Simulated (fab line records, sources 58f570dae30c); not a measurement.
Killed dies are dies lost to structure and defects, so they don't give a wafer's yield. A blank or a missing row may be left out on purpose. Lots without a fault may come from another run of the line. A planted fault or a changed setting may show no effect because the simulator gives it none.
Split-lot experiment | flow berkeley_cmos170 | 5 lots, 23 wafers read, on a route of 331 steps

THE SPLIT
At UCB170_GATE_EXPOSE_09 (exposes mask POLY, target cd 350 nm), the setting dose_mj was moved away from the recipe's 21 on 7 of the 23 wafers read, by -5.1% to -2.5%. The other wafers ran this setting at the recipe's value.

FROM THE SPLIT TO THE READING: what the file shows between them, 6 steps
- UCB170_GATE_PEB_10
- UCB170_GATE_DEVELOP_11: develop time 45 s
- UCB170_GATE_CD_MEAS_12: target cd 350 nm
- UCB170_GATE_ETCH_14: etches BARC in N2/H2
- UCB170_GATE_ETCH_15: etches poly-Si in HBr/Cl2, stops on SiO2, time 56.3 s, target depth 278.2 nm
- UCB170_GATE_STRIP_16: strips in O2

THE READING
cd_nm, in nm, at UCB170_GATE_CD_MEAS_90 (target cd 350 nm). Fault-free wafers of this fab line usually give 350.1 nm, standard deviation 1.2 nm.

wafer  | tool, chamber at the split | dose_mj as run | against the recipe | cd_nm, nm | against lot-mates on the recipe
L074.1 | krf_scanner-01, 0          | 21             | recipe             | 352.0     | -
L074.2 | krf_scanner-01, 0          | 21             | recipe             | 351.0     | -
L074.4 | krf_scanner-01, 0          | 19.92          | -5.1%              | 361.3     | +10.0
L074.5 | krf_scanner-01, 0          | 19.92          | -5.1%              | 360.7     | +9.4
L074.6 | krf_scanner-01, 0          | 21             | recipe             | 350.9     | -
L075.2 | krf_scanner-01, 0          | 21             | recipe             | 348.1     | -
L075.3 | krf_scanner-01, 0          | 21             | recipe             | 348.2     | -
L075.4 | krf_scanner-01, 0          | 21             | recipe             | 348.3     | -
L075.5 | krf_scanner-01, 0          | 20.48          | -2.5%              | 351.7     | +3.5
L075.6 | krf_scanner-01, 0          | 20.48          | -2.5%              | 352.4     | +4.2
L077.1 | krf_scanner-02, 0          | 21             | recipe             | 350.4     | -
L077.2 | krf_scanner-02, 0          | 21             | recipe             | 349.8     | -
L077.3 | krf_scanner-02, 0          | 21             | recipe             | 349.4     | -
L077.4 | krf_scanner-02, 0          | 21             | recipe             | 349.7     | -
L077.6 | krf_scanner-02, 0          | 21             | recipe             | 349.7     | -
L079.2 | krf_scanner-02, 0          | 21             | recipe             | 352.0     | -
L079.3 | krf_scanner-02, 0          | 21             | recipe             | 350.5     | -
L079.5 | krf_scanner-02, 0          | 21             | recipe             | 351.4     | -
L084.1 | krf_scanner-02, 0          | 20.16          | -4.0%              | 358.8     | +7.9
L084.2 | krf_scanner-02, 0          | 21             | recipe             | 351.5     | -
L084.3 | krf_scanner-02, 0          | 21             | recipe             | 350.4     | -
L084.4 | krf_scanner-02, 0          | 20.16          | -4.0%              | 359.3     | +8.4
L084.5 | krf_scanner-02, 0          | 20.16          | -4.0%              | 357.3     | +6.4

THE FIT
A straight line over all 23 wafers: cd_nm changes by -1.98 nm for each +1% of dose_mj; r = -0.93; the points scatter about the line by 1.5 nm.
The same after taking each lot's own level away (the mean of its wafers on the recipe; 23 wafers): -1.86 nm for each +1%; r = -0.99; scatter 0.57 nm.
On that fit, the largest move of dose_mj shifts the reading by 9.6 nm.
The lots' own levels span 348.20 to 351.30 nm, that is 2.6 times the standard deviation above.
So the lot-to-lot level changes the slope little: the two slopes agree.
Check: with one of the wafers moved furthest among these (-5.1%) left out of the fit, the line predicts +9.36 nm for it against its lot-mates. It came out at +10 nm against them.

OTHER SPLITS ON THESE WAFERS
These wafers also went through other splits before the reading. Each is held against what the fit with the lots' levels taken away leaves over:
other split on the same wafers      | wafers away from the commonest value | r with cd_nm (lot level and that fit taken away)
UCB170_NWELL_COAT_07 resist_thk_nm  | 8                                    | -0.12
UCB170_NWELL_IMPLANT_14 energy_kev  | 11                                   | -0.27
UCB170_PWELL_OXIDATION_02 temp_c    | 18                                   | +0.17
UCB170_PWELL_EXPOSE_10 dose_mj      | 4                                    | -0.34
UCB170_SACOX_OXIDATION_01 ox_time_s | 15                                   | +0.17
UCB170_NVT_IMPLANT_07 energy_kev    | 7                                    | -0.12
UCB170_PVT_IMPLANT_07 energy_kev    | 5                                    | -0.15
UCB170_GATE_CVD_04 temp_c           | 15                                   | -0.01

THE WHOLE CHAIN: every reading that the file lists as answering this split, in the file's order
step                   | what it does                                                                 | reading                                                                    | change (the file's fit)              | r (the file's)
UCB170_GATE_CD_MEAS_12 | target cd 350 nm                                                             | cd_nm                                                                      | -1.83 nm for each +1% of the setting | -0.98
UCB170_GATE_ETCH_15    | etches poly-Si in HBr/Cl2, stops on SiO2, time 56.3 s, target depth 278.2 nm | GATE.cd_nm (the simulator's own value, which no gauge read)                | -1.84 nm for each +1% of the setting | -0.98
UCB170_GATE_CD_MEAS_90 | target cd 350 nm                                                             | cd_nm                                                                      | -1.84 nm for each +1% of the setting | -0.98
UCB170_M3_PROBE_99     |                                                                              | etest.npoly_line.width_nm (the simulator's own value, which no gauge read) | -1.63 nm for each +1% of the setting | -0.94
UCB170_M3_PROBE_99     |                                                                              | etest.ppoly_line.width_nm (the simulator's own value, which no gauge read) | -1.85 nm for each +1% of the setting | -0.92

THE FILE'S OWN FIT
cd_nm changes by -1.84 nm for each +1% of dose_mj, r = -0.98.
